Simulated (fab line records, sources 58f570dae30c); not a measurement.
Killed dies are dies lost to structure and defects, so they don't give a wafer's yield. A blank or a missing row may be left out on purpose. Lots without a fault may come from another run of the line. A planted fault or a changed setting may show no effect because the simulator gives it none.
fab line records | flow berkeley_cmos170
record lots=5 wafers=23
route steps=331 shown M3@327
start_h: hours from the record's first day to the start of the lot's first wafer shown | wait_h: hours since the lot's step before | " the same as in the row above | L1.1+2: a row that stands for several wafers | - no value, or no start given | * or withheld: withheld | < > ~ a bound
route shown NAME@n: a module of which the file shows steps, and the number in the route of the first | usual: mean/standard deviation of fault-free wafers | same: alike in all rows | chamber/n: place in a boat | sites: the reading at each site | _std_site: their standard deviation | _edge_site: outer sites' mean less inner sites' | radius_mm: how far each site lies from the wafer's centre | mask NAME#n: copy n | behind: the tool/chamber that last shaped the wafer | hold: why the lot was held/for how many hours/how that ended | device: the transistor (n, p or np) that didn't switch | end of line: the same wafers' tests at the end of the route | a step without rows: its recipe alone | killed: dies lost to structure and defects at the first sort, not the wafer's yield | map: a wafer's dies, x killed, . not, _ none there
set.NAME: the setting as run; set.NAME@STEP: as run at that earlier step | model.NAME: the simulator's own value behind a step, which no gauge read
lots whose settings were changed on purpose; a table a step, a row a wafer
## steps
# step UCB170_M3_METAL_ETCH_18
# recipe chemistry=Cl2/BCl3 target=Al stop_on=SiO2 pressure_mtorr=12 target_depth_a=11700 over_etch_frac=0.3 time_s=195 icp_w=600 bias_w=120 Cl2_flow_sccm=90 bcl3_flow_sccm=45
# columns lot.wafer tool chamber start_h wait_h set.icp_w set.peb_temp_c@M3_PEB_13 model.M3.cd_nm model.KrF_of_M3_COAT_10.thk_nm
L077.2 rie_metal-03 1 202.14 - 600 130 703.4 228.1
L077.3 " 1 " " 600 130 702.8 235
L077.4 " 1 " " 563 130 705.5 267.5
L077.5 " 1 " " 563 130 703.5 261.8
L077.6 " 1 " " 600 130 703.8 228.6
L076.1 rie_metal-02 1 203.23 - 600 126.3 728.5 203.1
L076.2 " 0 " " 600 130 700.6 208.9
L076.3 " 1 " " 600 126.3 726.7 201.8
L076.4 " 0 " " 600 130 701.5 211.7
L076.5 " 0 " " 600 130 705.5 208.4
L081.1 rie_metal-03 1 244.50 - 600 130 699.6 232.1
L081.2 " 0 " " 600 130 703.2 229.8
L081.3 " 0 " " 600 130 700.3 225.2
L081.4 " 1 " " 600 128.7 708 229.2
L081.5 " 1 " " 600 128.7 711.1 237.7
L083.1 rie_metal-04 1 247.13 - 600 130 699.1 208.8
L083.3 " 0 " " 600 130 703.2 227.3
L083.5 " 1 " " 600 130 700.1 211.1
L085.1 rie_metal-03 0 268.41 - 600 130 701.6 223.6
L085.2 " 1 " " 636.5 126.9 722.5 198.3
L085.3 " 1 " " 600 130 696.7 234.1
L085.5 " 0 " " 636.5 130 701 178.8
L085.6 " 1 " " 600 126.9 724.6 230.1
# step UCB170_M3_STRIP_19
# recipe chemistry=O2 power_w=400 pressure_mtorr=3500 platen_temp_c=withheld o2_flow_sccm=400 overash_fraction=0.5
# usual oes_product_au=0.549/0.012
# columns lot.wafer tool chamber start_h wait_h set.icp_w@M3_METAL_ETCH_18 oes_product_au
L077.2 plasma_asher-02 0 202.45 0.2 600 0.560
L077.3 " 1 " " 600 0.574
L077.4 " 0 " " 563 0.603
L077.5 " 0 " " 563 0.596
L077.6 " 1 " " 600 0.562
L076.1 plasma_asher-03 0 203.42 0.1 600 0.531
L076.2 " 1 " " 600 0.547
L076.3 " 1 " " 600 0.537
L076.4 " 0 " " 600 0.538
L076.5 " 0 " " 600 0.542
L081.1 plasma_asher-03 1 244.69 0.1 600 0.560
L081.2 " 0 " " 600 0.558
L081.3 " 0 " " 600 0.549
L081.4 " 1 " " 600 0.551
L081.5 " 1 " " 600 0.567
L083.1 plasma_asher-03 1 247.32 0.1 600 0.535
L083.3 " 0 " " 600 0.558
L083.5 " 1 " " 600 0.540
L085.1 plasma_asher-02 0 268.60 0.1 600 0.551
L085.2 " 1 " " 636.5 0.525
L085.3 " 0 " " 600 0.566
L085.5 " 1 " " 636.5 0.509
L085.6 " 0 " " 600 0.563
# step UCB170_M3_CD_MEAS_90
# recipe target_cd_nm=700
# usual cd_nm=701.7/2.3
# columns lot.wafer tool chamber start_h wait_h set.peb_temp_c@M3_PEB_13 cd_nm
L077.2 cd_sem-02 - 202.57 0.1 130 703.4
L077.3 " - " " 130 702.4
L077.4 " - " " 130 705.7
L077.5 " - " " 130 703.6
L077.6 " - " " 130 703.5
L076.1 cd_sem-02 - 203.52 0.1 126.3 728.3
L076.2 " - " " 130 700.4
L076.3 " - " " 126.3 726.5
L076.4 " - " " 130 701.4
L076.5 " - " " 130 705.7
L081.1 cd_sem-02 - 244.79 0.1 130 699.5
L081.2 " - " " 130 703.3
L081.3 " - " " 130 699.8
L081.4 " - " " 128.7 707.9
L081.5 " - " " 128.7 711.4
L083.1 cd_sem-02 - 247.42 0.1 130 699.2
L083.3 " - " " 130 703.2
L083.5 " - " " 130 699.9
L085.1 cd_sem-02 - 268.70 0.1 130 701.8
L085.2 " - " " 126.9 722.6
L085.3 " - " " 130 696.5
L085.5 " - " " 130 701.4
L085.6 " - " " 126.9 724.8
## key
split step=UCB170_M3_METAL_ETCH_18 setting=icp_w stated=600 by=wafer
response step=UCB170_M3_METAL_ETCH_18 reading=model.KrF_of_M3_COAT_10.thk_nm change=-6.11 per=1% r=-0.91
response step=UCB170_M3_STRIP_19 reading=oes_product_au change=-0.0063 per=1% r=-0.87
split outside_this_file step=UCB170_M3_PEB_13 setting=peb_temp_c
# split outside_this_file: this setting was split too, and the file shows its column; the key of that split is in another file
